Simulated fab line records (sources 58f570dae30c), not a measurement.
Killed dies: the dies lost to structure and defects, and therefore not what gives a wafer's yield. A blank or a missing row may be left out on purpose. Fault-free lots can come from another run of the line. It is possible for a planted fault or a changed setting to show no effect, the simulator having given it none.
Matching of chambers ; flow berkeleyCmos170 ; 4 sister chambers for UCB170_GATE_ETCH_15 on rieSi-01
The step etches poly-Si in HBr/Cl2, stops on SiO2, time 56.3 s, target depth 278.2 nm. 14 wafers are shown with their chamber, then 7 later ones without.

WAFERS WITH THEIR CHAMBER
wafer;chamber;throttleValvePct (%);drypumpMotorCurrentA (A);oesProductAu (a.u.)
L610.2;0;26.56;5.3;0.812
L610.3;1;26.63;6.5;0.820
L610.6;2;26.93;6.4;0.830
L611.1;0;26.55;5.3;0.818
L611.2;2;26.94;6.3;0.824
L611.4;0;26.55;5.2;0.817
L612.1;1;26.64;6.5;0.824
L612.5;1;26.62;6.5;0.821
L612.6;3;26.97;6.0;0.809
L617.1;1;26.64;6.5;0.822
L617.2;0;26.56;5.3;0.823
L617.6;3;26.96;6.0;0.814
L627.2;3;26.97;6.0;0.827
L627.5;1;26.62;6.5;0.831

SIGNATURES, as means of the wafers listed above
reading;chamber 0;chamber 1;chamber 2;chamber 3;scatter within a chamber
throttleValvePct;26.5550;26.6300;26.9350;26.9667;0.00785
drypumpMotorCurrentA;5.275;6.500;6.350;6.000;0.0354
oesProductAu;0.81750;0.82360;0.82700;0.81667;0.00573
Rule: for a wafer and a chamber, the distance is found by dividing, reading by reading, the gap between the wafer's reading and the chamber's mean by the reading's scatter, squaring, summing and taking the root. If the next closest chamber is less than 2 further off than the closest, the wafer can't be placed; otherwise it belongs to the closest. How the scatter is found: for the shown wafers, subtract from each reading the mean of its chamber, square and add these, divide the total by (wafers less chambers), then take the root.

WAFERS MISSING THEIR CHAMBER
wafer;throttleValvePct (%);drypumpMotorCurrentA (A);oesProductAu (a.u.)
L627.6;26.57;5.2;0.834
L629.1;26.97;6.0;0.817
L629.2;26.56;5.3;0.807
L629.5;26.62;6.5;0.820
L632.1;26.56;5.3;0.815
L632.2;26.86;6.3;0.811
L632.6;26.62;6.6;0.828

WHICH CHAMBER EACH ONE RAN IN
wafer;from the rows above;in truth
L627.6;0;0
L629.1;3;3
L629.2;0;0
L629.5;1;1
L632.1;0;0
L632.2;2;2
L632.6;1;1
Placed correctly: 7 of 7. Can't be placed from these rows: 0. Placed wrongly: 0.
